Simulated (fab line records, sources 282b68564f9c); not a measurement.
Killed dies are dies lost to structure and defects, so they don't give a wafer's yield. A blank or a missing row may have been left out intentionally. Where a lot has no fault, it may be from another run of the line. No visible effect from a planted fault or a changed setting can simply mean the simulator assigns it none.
fab line records + flow rit-cmos
[record]
- lots = 14
- wafers = 42
- last-day = 7
route steps=202 shown NSD@139 M1@202
lots that met no fault: taken from a fault-free run of the same line
start-h: the number of hours between the record's first day and the start of the first shown wafer of the lot + wait-h: how many hours have passed since the lot's step before this one + " repeats the value in the row above + L1.1+2: a single row standing in for several wafers + - no value, or no start given + * or withheld: withheld + < > ~ a bound
route shown NAME@n: names a module that has steps shown in the file, with the first one's number in the route + usual: average and standard deviation across the fault-free wafers + same: alike in all rows + chamber/n: place in a boat + sites: each site's reading + _std_site: the values' standard deviation + _edge_site: outer sites' mean less inner sites' + radius-mm: for every site, how far away it sits from the centre of the wafer + mask NAME#n: copy n + behind: the tool/chamber that last shaped the wafer + hold: what put the lot on hold/how long, in hours/how the hold closed + device: which transistor (n, p or np) failed to switch + end of line: the same wafers' tests at the end of the route + a step without rows: its recipe alone + killed: not the wafer's yield, but the dies lost to structure and defects at the first sort + map: shows each die of a wafer: x if killed, . if not, _ if none is there
set.NAME: the setting that was run; set.NAME@STEP: the one run at that earlier step + model.NAME: the simulator's own value behind a step, which no gauge read
the route's steps for a sample of lots (tables are steps, rows are wafers)
services: a tool's chamber out of use, with start hour (start-h, from the record's first day; less than 0 if before it), hours out, and reason
[[steps]]
[step RIT_NSD_IMPLANT_08]
[recipe]
- species = P
- energy-kev = 25
- dose-cm2 = 1e+15
- tilt-deg = 7
[usual]
- beam-energy-keV = 24.999/0.0085
- tilt-deg = 6.995/0.019
| lot.wafer | tool         | chamber | start-h | wait-h | beam-energy-keV | tilt-deg |
|-----------|--------------|---------|---------|--------|-----------------|----------|
| L675.3    | implanter-03 | 0       | 47.47   | 0.1    | 24.982          | 6.995    |
| L675.4    | "            | 0       | "       | "      | 24.988          | 7.005    |
| L675.5    | "            | 0       | "       | "      | 24.989          | 6.995    |
| L676.2    | implanter-02 | 0       | 52.95   | 0.1    | 25.005          | 6.992    |
| L676.3    | "            | 0       | "       | "      | 24.992          | 7.024    |
| L676.4    | "            | 0       | "       | "      | 24.999          | 7.021    |
| L678.1    | implanter-02 | 0       | 62.34   | 0.1    | 24.995          | 7.021    |
| L678.2    | "            | 0       | "       | "      | 24.997          | 6.979    |
| L678.5    | "            | 0       | "       | "      | 24.998          | 7.013    |
| L679.1    | implanter-04 | 0       | 66.08   | 0.1    | 25.012          | 6.985    |
| L679.3    | "            | 0       | "       | "      | 24.997          | 6.984    |
| L679.6    | "            | 0       | "       | "      | 25.002          | 6.960    |
| L681.1    | implanter-03 | 0       | 76.67   | 0.1    | 25.009          | 6.964    |
| L681.3    | "            | 0       | "       | "      | 25.011          | 6.982    |
| L681.6    | "            | 0       | "       | "      | 25.001          | 6.975    |
| L682.3    | implanter-04 | 0       | 82.93   | 0.1    | 25.006          | 7.003    |
| L682.4    | "            | 0       | "       | "      | 25.002          | 7.014    |
| L682.6    | "            | 0       | "       | "      | 24.998          | 6.992    |
| L683.3    | implanter-04 | 0       | 87.83   | 0.1    | 25.007          | 6.950    |
| L683.4    | "            | 0       | "       | "      | 24.999          | 7.013    |
| L683.6    | "            | 0       | "       | "      | 25.001          | 6.969    |
| L688.3    | implanter-02 | 0       | 116.41  | 0.1    | 24.998          | 7.003    |
| L688.4    | "            | 0       | "       | "      | 25.004          | 6.986    |
| L688.5    | "            | 0       | "       | "      | 24.997          | 7.025    |
| L690.1    | implanter-02 | 0       | 126.17  | 0.1    | 24.996          | 6.972    |
| L690.3    | "            | 0       | "       | "      | 24.991          | 6.963    |
| L690.4    | "            | 0       | "       | "      | 25.003          | 6.977    |
| L691.4    | implanter-02 | 0       | 128.46  | 0.1    | 25.006          | 7.003    |
| L691.5    | "            | 0       | "       | "      | 25.012          | 7.025    |
| L691.6    | "            | 0       | "       | "      | 25.004          | 7.016    |
| L693.1    | implanter-03 | 0       | 136.72  | 0.1    | 25.004          | 7.003    |
| L693.4    | "            | 0       | "       | "      | 25.017          | 7.008    |
| L693.6    | "            | 0       | "       | "      | 25.000          | 6.998    |
| L695.4    | implanter-03 | 0       | 151.63  | 0.1    | 24.985          | 6.951    |
| L695.5    | "            | 0       | "       | "      | 24.983          | 7.004    |
| L695.6    | "            | 0       | "       | "      | 24.976          | 6.993    |
| L697.1    | implanter-03 | 0       | 159.18  | 0.1    | 24.986          | 7.003    |
| L697.4    | "            | 0       | "       | "      | 24.995          | 7.016    |
| L697.5    | "            | 0       | "       | "      | 25.000          | 6.986    |
| L698.2    | implanter-03 | 0       | 164.51  | 0.1    | 24.996          | 6.968    |
| L698.3    | "            | 0       | "       | "      | 25.003          | 6.976    |
| L698.5    | "            | 0       | "       | "      | 24.998          | 6.979    |
[step RIT_SDANNEAL_RS_MEAS_05]
[recipe]
- thk-meas-gauge = four-point-probe
[usual]
- NSD_RS = 84.6/0.31
| lot.wafer | tool          | chamber | start-h | wait-h | NSD_RS[ohm/sq] |
|-----------|---------------|---------|---------|--------|----------------|
| L675.3    | film-metro-01 | -       | 49.98   | 0.1    | 84.9           |
| L675.4    | "             | -       | "       | "      | 84.9           |
| L675.5    | "             | -       | "       | "      | 84.8           |
| L676.2    | film-metro-01 | -       | 55.31   | 0.1    | 84.8           |
| L676.3    | "             | -       | "       | "      | 84.8           |
| L676.4    | "             | -       | "       | "      | 84.6           |
| L678.1    | film-metro-03 | -       | 64.71   | 0.1    | 84.5           |
| L678.2    | "             | -       | "       | "      | 84.5           |
| L678.5    | "             | -       | "       | "      | 84.4           |
| L679.1    | film-metro-03 | -       | 68.60   | 0.1    | 84.9           |
| L679.3    | "             | -       | "       | "      | 85.3           |
| L679.6    | "             | -       | "       | "      | 85.2           |
| L681.1    | film-metro-01 | -       | 79.03   | 0.1    | 84.5           |
| L681.3    | "             | -       | "       | "      | 84.6           |
| L681.6    | "             | -       | "       | "      | 84.4           |
| L682.3    | film-metro-01 | -       | 85.40   | 0.1    | 84.1           |
| L682.4    | "             | -       | "       | "      | 84.2           |
| L682.6    | "             | -       | "       | "      | 84.4           |
| L683.3    | film-metro-01 | -       | 90.30   | 0.1    | 84.3           |
| L683.4    | "             | -       | "       | "      | 84.5           |
| L683.6    | "             | -       | "       | "      | 84.5           |
| L688.3    | film-metro-03 | -       | 118.77  | 0.1    | 84.1           |
| L688.4    | "             | -       | "       | "      | 83.7           |
| L688.5    | "             | -       | "       | "      | 84.2           |
| L690.1    | film-metro-03 | -       | 128.73  | 0.1    | -              |
| L690.3    | "             | -       | "       | "      | -              |
| L690.4    | "             | -       | "       | "      | -              |
| L691.4    | film-metro-04 | -       | 130.79  | 0.1    | -              |
| L691.5    | "             | -       | "       | "      | -              |
| L691.6    | "             | -       | "       | "      | -              |
| L693.1    | film-metro-01 | -       | 139.20  | 0.1    | 84.7           |
| L693.4    | "             | -       | "       | "      | 84.5           |
| L693.6    | "             | -       | "       | "      | 84.5           |
| L695.4    | film-metro-03 | -       | 154.14  | 0.1    | 84.1           |
| L695.5    | "             | -       | "       | "      | 84.4           |
| L695.6    | "             | -       | "       | "      | 84.3           |
| L697.1    | film-metro-03 | -       | 161.66  | 0.1    | 84.7           |
| L697.4    | "             | -       | "       | "      | 84.5           |
| L697.5    | "             | -       | "       | "      | 84.9           |
| L698.2    | film-metro-03 | -       | 166.86  | 0.1    | 85.0           |
| L698.3    | "             | -       | "       | "      | 84.7           |
| L698.5    | "             | -       | "       | "      | 84.7           |
[step RIT_M1_PROBE_99]
[usual]
- killed-at-contacts = 0.0/0.16
- killed-at-front-end = 7/3
- killed-dies = 7/3
- killed-open = 3.5/2
- killed-short = 3.6/2.1
[same]
- gross-dies = 264
- killed_at_M0_to_M3 = 0
- killed_at_M4_up = 0
- killed-at-back-side = 0
- killed-at-other = 0
| lot.wafer | tool      | chamber | start-h | wait-h | killed-at-contacts | killed-at-front-end | killed-dies | killed-open | killed-short |
|-----------|-----------|---------|---------|--------|--------------------|---------------------|-------------|-------------|--------------|
| L675.3    | prober-01 | -       | 58.71   | 0.2    | 0                  | 5                   | 5           | 4           | 1            |
| L675.4    | prober-01 | -       | 58.76   | 0.2    | 0                  | 5                   | 5           | 4           | 1            |
| L675.5    | prober-01 | -       | 58.81   | 0.2    | 0                  | 2                   | 2           | 1           | 1            |
| L676.2    | prober-02 | -       | 62.58   | 0.1    | 0                  | 5                   | 5           | 2           | 3            |
| L676.3    | prober-02 | -       | 62.63   | 0.2    | 0                  | 7                   | 7           | 4           | 3            |
| L676.4    | prober-02 | -       | 62.68   | 0.2    | 0                  | 5                   | 5           | 3           | 2            |
| L678.1    | prober-02 | -       | 73.57   | 0.1    | 1                  | 10                  | 11          | 3           | 8            |
| L678.2    | prober-02 | -       | 73.62   | 0.1    | 0                  | 5                   | 5           | 2           | 3            |
| L678.5    | prober-02 | -       | 73.77   | 0.2    | 0                  | 9                   | 9           | 4           | 5            |
| L679.1    | prober-01 | -       | 75.97   | 0.1    | 0                  | 6                   | 6           | 2           | 4            |
| L679.3    | prober-01 | -       | 76.07   | 0.2    | 0                  | 4                   | 4           | 3           | 1            |
| L679.6    | prober-01 | -       | 76.22   | 0.2    | 0                  | 6                   | 6           | 3           | 3            |
| L681.1    | prober-01 | -       | 86.29   | 0.1    | 0                  | 5                   | 5           | 0           | 5            |
| L681.3    | prober-01 | -       | 86.39   | 0.2    | 0                  | 5                   | 5           | 2           | 3            |
| L681.6    | prober-01 | -       | 86.54   | 0.2    | 0                  | 9                   | 9           | 5           | 4            |
| L682.3    | prober-02 | -       | 92.84   | 0.2    | 0                  | 5                   | 5           | 2           | 3            |
| L682.4    | prober-02 | -       | 92.89   | 0.2    | 0                  | 6                   | 6           | 3           | 3            |
| L682.6    | prober-02 | -       | 92.99   | 0.2    | 0                  | 9                   | 9           | 4           | 5            |
| L683.3    | prober-01 | -       | 99.54   | 0.2    | 0                  | 8                   | 8           | 3           | 5            |
| L683.4    | prober-01 | -       | 99.59   | 0.2    | 0                  | 6                   | 6           | 6           | 0            |
| L683.6    | prober-01 | -       | 99.69   | 0.2    | 0                  | 5                   | 5           | 2           | 3            |
| L688.3    | prober-02 | -       | 126.15  | 0.2    | 0                  | 11                  | 11          | 5           | 6            |
| L688.4    | prober-02 | -       | 126.20  | 0.2    | 0                  | 3                   | 3           | 1           | 2            |
| L688.5    | prober-02 | -       | 126.25  | 0.2    | 0                  | 10                  | 10          | 3           | 7            |
| L690.1    | prober-02 | -       | 136.95  | 0.1    | 0                  | 8                   | 8           | 4           | 4            |
| L690.3    | prober-02 | -       | 137.05  | 0.2    | 0                  | 11                  | 11          | 6           | 5            |
| L690.4    | prober-02 | -       | 137.10  | 0.2    | 0                  | 7                   | 7           | 0           | 7            |
| L691.4    | prober-01 | -       | 139.37  | 0.2    | 0                  | 3                   | 3           | 3           | 0            |
| L691.5    | prober-01 | -       | 139.42  | 0.2    | 0                  | 5                   | 5           | 4           | 1            |
| L691.6    | prober-01 | -       | 139.47  | 0.2    | 0                  | 5                   | 5           | 2           | 3            |
| L693.1    | prober-02 | -       | 147.92  | 0.1    | 0                  | 12                  | 12          | 4           | 8            |
| L693.4    | prober-02 | -       | 148.07  | 0.2    | 0                  | 5                   | 5           | 2           | 3            |
| L693.6    | prober-02 | -       | 148.17  | 0.2    | 0                  | 7                   | 7           | 2           | 5            |
| L695.4    | prober-02 | -       | 161.58  | 0.2    | 0                  | 14                  | 14          | 6           | 8            |
| L695.5    | prober-02 | -       | 161.63  | 0.2    | 0                  | 4                   | 4           | 2           | 2            |
| L695.6    | prober-02 | -       | 161.68  | 0.2    | 0                  | 11                  | 11          | 6           | 5            |
| L697.1    | prober-02 | -       | 168.94  | 0.1    | 0                  | 5                   | 5           | 3           | 2            |
| L697.4    | prober-02 | -       | 169.09  | 0.2    | 0                  | 11                  | 11          | 6           | 5            |
| L697.5    | prober-02 | -       | 169.14  | 0.2    | 0                  | 3                   | 3           | 1           | 2            |
| L698.2    | prober-01 | -       | 174.07  | 0.1    | 0                  | 8                   | 8           | 7           | 1            |
| L698.3    | prober-01 | -       | 174.12  | 0.2    | 0                  | 8                   | 8           | 4           | 4            |
| L698.5    | prober-01 | -       | 174.22  | 0.2    | 0                  | 10                  | 10          | 4           | 6            |
// killed by level:class
L675.3 GATE:geometric-particle:open=3 GATE:geometric-particle:short=1 SPACER:geometric-particle:open=1
L675.4 FOX1:geometric-particle:open=3 FOX1:geometric-particle:short=1 GATE:geometric-particle:open=1
L675.5 FOX2:geometric-particle:short=1 FOX2:geometric-particle:open=1
L676.2 SILICIDE:geometric-particle:short=2 GATE:geometric-particle:short=1 GATE:geometric-particle:open=1 REOX:geometric-particle:open=1
L676.3 FOX2:geometric-particle:short=3 REOX:geometric-particle:open=2 FOX1:geometric-particle:open=1 GATE:geometric-particle:open=1
L676.4 GATE:geometric-particle:short=2 GATE:geometric-particle:open=2 SILICIDE:geometric-particle:open=1
L678.1 GATE:geometric-particle:short=4 REOX:geometric-particle:short=3 FOX1:geometric-particle:short=1 GATE:geometric-particle:open=1 REOX:geometric-particle:open=1 CONTACT:geometric-particle:open=1
L678.2 GATE:geometric-particle:short=3 GATE:geometric-particle:open=1 REOX:geometric-particle:open=1
L678.5 GATE:geometric-particle:short=2 FOX1:geometric-particle:open=1 FOX2:geometric-particle:short=1 FOX2:geometric-particle:open=1 GATE:geometric-particle:open=1 REOX:geometric-particle:open=1 SPACER:geometric-particle:short=1 SILICIDE:geometric-particle:short=1
L679.1 GATE:geometric-particle:short=2 FOX1:geometric-particle:open=1 GATE:geometric-particle:open=1 REOX:geometric-particle:short=1 SPACER:geometric-particle:short=1
L679.3 FOX1:geometric-particle:open=3 REOX:geometric-particle:short=1
L679.6 GATE:geometric-particle:short=2 SILICIDE:geometric-particle:open=2 FOX1:geometric-particle:open=1 FOX1:geometric-particle:short=1
L681.1 SILICIDE:geometric-particle:short=3 REOX:geometric-particle:short=2
L681.3 FOX1:geometric-particle:short=2 GATE:geometric-particle:open=1 REOX:geometric-particle:open=1 SILICIDE:geometric-particle:short=1
L681.6 SPACER:geometric-particle:open=3 FOX1:geometric-particle:short=1 GATE:geometric-particle:short=1 GATE:geometric-particle:open=1 REOX:geometric-particle:open=1 REOX:geometric-particle:short=1 SILICIDE:geometric-particle:short=1
L682.3 FOX1:geometric-particle:short=1 FOX2:geometric-particle:open=1 GATE:geometric-particle:short=1 REOX:geometric-particle:open=1 SPACER:geometric-particle:short=1
L682.4 FOX1:geometric-particle:open=2 FOX1:geometric-particle:short=1 FOX2:geometric-particle:short=1 GATE:geometric-particle:open=1 SPACER:geometric-particle:short=1
L682.6 FOX1:geometric-particle:short=2 SPACER:geometric-particle:open=2 FOX1:geometric-particle:open=1 REOX:geometric-particle:short=1 SPACER:geometric-particle:short=1 SILICIDE:geometric-particle:open=1 SILICIDE:geometric-particle:short=1
L683.3 GATE:geometric-particle:short=4 FOX1:geometric-particle:open=1 GATE:geometric-particle:open=1 SPACER:geometric-particle:short=1 SPACER:geometric-particle:open=1
L683.4 GATE:geometric-particle:open=2 SILICIDE:geometric-particle:open=2 FOX1:geometric-particle:open=1 SPACER:geometric-particle:open=1
L683.6 GATE:geometric-particle:short=2 SPACER:geometric-particle:open=1 SILICIDE:geometric-particle:open=1 SILICIDE:geometric-particle:short=1
L688.3 GATE:geometric-particle:short=5 FOX1:geometric-particle:open=1 FOX2:geometric-particle:open=1 FOX2:geometric-particle:short=1 GATE:geometric-particle:open=1 REOX:geometric-particle:open=1 SILICIDE:geometric-particle:open=1
L688.4 GATE:geometric-particle:short=1 SILICIDE:geometric-particle:short=1 SILICIDE:geometric-particle:open=1
L688.5 GATE:geometric-particle:short=2 REOX:geometric-particle:short=2 ACTIVE:geometric-particle:short=1 FOX1:geometric-particle:short=1 FOX2:geometric-particle:open=1 GATE:geometric-particle:open=1 SPACER:geometric-particle:open=1 SPACER:geometric-particle:short=1
L690.1 GATE:geometric-particle:short=2 SPACER:geometric-particle:short=2 FOX1:geometric-particle:open=1 GATE:geometric-particle:open=1 REOX:geometric-particle:open=1 SPACER:geometric-particle:open=1
L690.3 FOX1:geometric-particle:short=2 REOX:geometric-particle:open=2 SPACER:geometric-particle:open=2 FOX1:geometric-particle:open=1 FOX2:geometric-particle:short=1 GATE:geometric-particle:open=1 REOX:geometric-particle:short=1 SPACER:geometric-particle:short=1
L690.4 GATE:geometric-particle:short=3 FOX1:geometric-particle:short=2 SPACER:geometric-particle:short=1 SILICIDE:geometric-particle:short=1
L691.4 REOX:geometric-particle:open=2 FOX1:geometric-particle:open=1
L691.5 GATE:geometric-particle:open=2 REOX:geometric-particle:short=1 REOX:geometric-particle:open=1 SILICIDE:geometric-particle:open=1
L691.6 FOX1:geometric-particle:open=1 GATE:geometric-particle:open=1 GATE:geometric-particle:short=1 REOX:geometric-particle:short=1 SILICIDE:geometric-particle:short=1
L693.1 FOX1:geometric-particle:short=4 SILICIDE:geometric-particle:short=2 GATE:geometric-particle:short=2 SILICIDE:geometric-particle:open=2 GATE:geometric-particle:open=1 SPACER:geometric-particle:open=1
L693.4 GATE:geometric-particle:open=2 SILICIDE:geometric-particle:short=2 REOX:geometric-particle:short=1
L693.6 SILICIDE:geometric-particle:short=3 FOX1:geometric-particle:short=1 FOX1:geometric-particle:open=1 GATE:geometric-particle:short=1 SPACER:geometric-particle:open=1
L695.4 GATE:geometric-particle:short=4 SILICIDE:geometric-particle:open=3 FOX1:geometric-particle:open=2 FOX2:geometric-particle:short=2 FOX1:geometric-particle:short=1 GATE:geometric-particle:open=1 REOX:geometric-particle:short=1
L695.5 FOX1:geometric-particle:short=1 GATE:geometric-particle:short=1 GATE:geometric-particle:open=1 SILICIDE:geometric-particle:open=1
L695.6 SPACER:geometric-particle:short=4 FOX1:geometric-particle:open=2 GATE:geometric-particle:open=2 SPACER:geometric-particle:open=2 GATE:geometric-particle:short=1
L697.1 ACTIVE:geometric-particle:open=1 FOX1:geometric-particle:open=1 REOX:geometric-particle:open=1 REOX:geometric-particle:short=1 SILICIDE:geometric-particle:short=1
L697.4 GATE:geometric-particle:short=2 REOX:geometric-particle:short=2 SPACER:geometric-particle:open=2 SILICIDE:geometric-particle:open=2 FOX2:geometric-particle:open=1 GATE:geometric-particle:open=1 SILICIDE:geometric-particle:short=1
L697.5 REOX:geometric-particle:short=1 REOX:geometric-particle:open=1 SPACER:geometric-particle:short=1
L698.2 GATE:geometric-particle:open=3 FOX2:geometric-particle:open=1 REOX:geometric-particle:open=1 REOX:geometric-particle:short=1 SPACER:geometric-particle:open=1 SILICIDE:geometric-particle:open=1
L698.3 FOX1:geometric-particle:open=2 GATE:geometric-particle:open=2 GATE:geometric-particle:short=2 FOX1:geometric-particle:short=1 SILICIDE:geometric-particle:short=1
L698.5 FOX1:geometric-particle:short=2 FOX1:geometric-particle:open=2 SILICIDE:geometric-particle:short=2 GATE:geometric-particle:short=1 GATE:geometric-particle:open=1 SPACER:geometric-particle:short=1 SPACER:geometric-particle:open=1
[[services]]
| tool         | chamber | start-h | hours | kind   |
|--------------|---------|---------|-------|--------|
| implanter-02 | -       | 47.28   | 2.8   | repair |
| implanter-03 | -       | 125.97  | 4.0   | repair |
| implanter-02 | -       | 148.14  | 3.6   | pm     |
| implanter-02 | -       | 152.15  | 3.1   | repair |
[[key]]
[first-sign]
- step = RIT_SDANNEAL_RS_MEAS_05
- reading = NSD_RS
- direction = missing
effect none on later readings
met-at RIT_NSD_IMPLANT_08
struck-lots L690,L691
tester-left-out L690,L691
onset-between 116.41 126.17
[fault]
- kind = process-parameter-drift
- tool = implanter-02
- chamber = -
- onset-h = 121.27
- steps = RIT_NSD_IMPLANT_08
- channel = tilt-deg
- offset = 8
- spread-by-wafer = 0.3
- shape = step
- end-h = 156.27
- acts-in = these-recipes-only
- stated = 7
// tester-left-out: of these lots the tester's yield and bins aren't shown, on N5 and GAA mostly nor the transistor test; their killed dies are dies lost to structure and defects alone, not to doping, threshold or leakage, so they don't give the yield
